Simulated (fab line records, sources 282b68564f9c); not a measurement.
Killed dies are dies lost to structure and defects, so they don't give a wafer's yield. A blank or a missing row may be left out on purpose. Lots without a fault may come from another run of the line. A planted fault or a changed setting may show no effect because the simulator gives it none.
A struck lot beside a sound one | flow rit_cmos | 15 steps out of a route of 202
Sound: wafers L531.2, L531.4, L531.5. Struck: wafers L540.2, L540.6. (L540.1 of the same lot was not struck and is left out.) The cause comes at the end.
At each step with rows: each side's tool, then ch and its chambers, then its first start. Under that, the readings that differ: sound wafers | struck wafers | difference of the means | sigmas: that difference in standard deviations of wafers without a fault.
alike: readings whose means differ by less than 2 such deviations, and words and numbers that are the same on both sides. not compared: withheld readings, readings that some wafer has no value for, bounds like >300 that may hide the same value, and numbers for which the record gives no deviation and whose values overlap.
The two part at a step that has a row with sigmas, a row that says differs or no value, or rows on one side only. Numbers that don't overlap but have no deviation are shown without sigmas and don't part them. A reading that every wafer of one side lacks parts them only if that side has two wafers or more.

RIT_M1_SPUTTER_00: material Al, target thk 400 nm, time 500 s.
  sound on pvd_sputter-02, day 4 06:53; struck on pvd_sputter-01, day 6 01:59
  alike: substrate_temp_c, throttle_valve_pct
RIT_M1_RS_MEAS_01: measures by four-point-probe.
  sound on film_metro-02, day 4 07:13; struck on film_metro-03, day 6 02:17
  alike: M1_AL_RS
RIT_M1_THK_MEAS_02: measures by xrf.
  sound on film_metro-02, day 4 07:19; struck on film_metro-03, day 6 02:25
  alike: M1_AL_THK
then, 6 steps without rows for these wafers: RIT_M1_HMDS_03 (prime time 60 s); RIT_M1_COAT_04 (resist thk 1300 nm); RIT_M1_SOFTBAKE_05 (time 60 s); RIT_M1_EXPOSE_06 (exposes mask M12, target cd 2600 nm); RIT_M1_PEB_07; RIT_M1_DEVELOP_08 (develop time 68 s).
RIT_M1_CD_MEAS_09: target cd 2600 nm.
  sound on cd_sem-02, day 4 08:16; struck on cd_sem-01, day 6 03:28
  reading    | sound                | struck        | difference | sigmas
  cd_nm (nm) | 2598.3 2598.4 2598.9 | 2602.2 2604.2 | +4.7       | +2
RIT_M1_OVL_MEAS_10:
  sound on overlay-02, day 4 08:22; struck on overlay-02, day 6 03:35
  alike: M1_OVL
then, 1 step without rows for these wafers: RIT_M1_HARDBAKE_11 (time 120 s).
RIT_M1_METAL_ETCH_12: etches Al in Cl2/BCl3, stops on SiO2, time 165 s, target depth 600 nm.
  sound on rie_metal-01 ch 0, day 4 08:39; struck on rie_metal-01 ch 0, day 6 03:53
  reading                                 | sound                | struck        | difference | sigmas
  oes_product_au (a.u.)                   | 0.765 0.760 0.764    | 0.709 0.708   | -0.055     | -4
  run_length_s (s)                        | 193.17 193.31 193.75 | 215.01 215.08 | +21.64     | +80
  model.NOVOLAK_of_M1_COAT_04.thk_nm (nm) | 815 813 810.9        | 764.3 777.1   | -42.3      |
  alike: drypump_motor_current_A, throttle_valve_pct
  not compared: rf_hours_counter_h
then, 1 step without rows for these wafers: RIT_M1_STRIP_13 (strips in nmp, time 600 s).
RIT_M1_PROBE_99:
  sound on prober-02, day 4 10:58; struck on prober-01, day 6 06:11
  alike: defect_limited_yield, killed_at_contacts, killed_at_front_end, killed_dies, killed_open, killed_short, sort_bin_3_pad_short, sort_bin_5_function, sort_bin_6_memory, sort_n_pass, sort_yield_pct
  not compared: model.etest.antenna_m1.vt_shift_v

WHERE THEY PART
First at RIT_M1_CD_MEAS_09; last, within this record, at RIT_M1_METAL_ETCH_12. Later steps at which nothing parts them and some readings are alike: RIT_M1_PROBE_99.

WHY: what the simulator had put in
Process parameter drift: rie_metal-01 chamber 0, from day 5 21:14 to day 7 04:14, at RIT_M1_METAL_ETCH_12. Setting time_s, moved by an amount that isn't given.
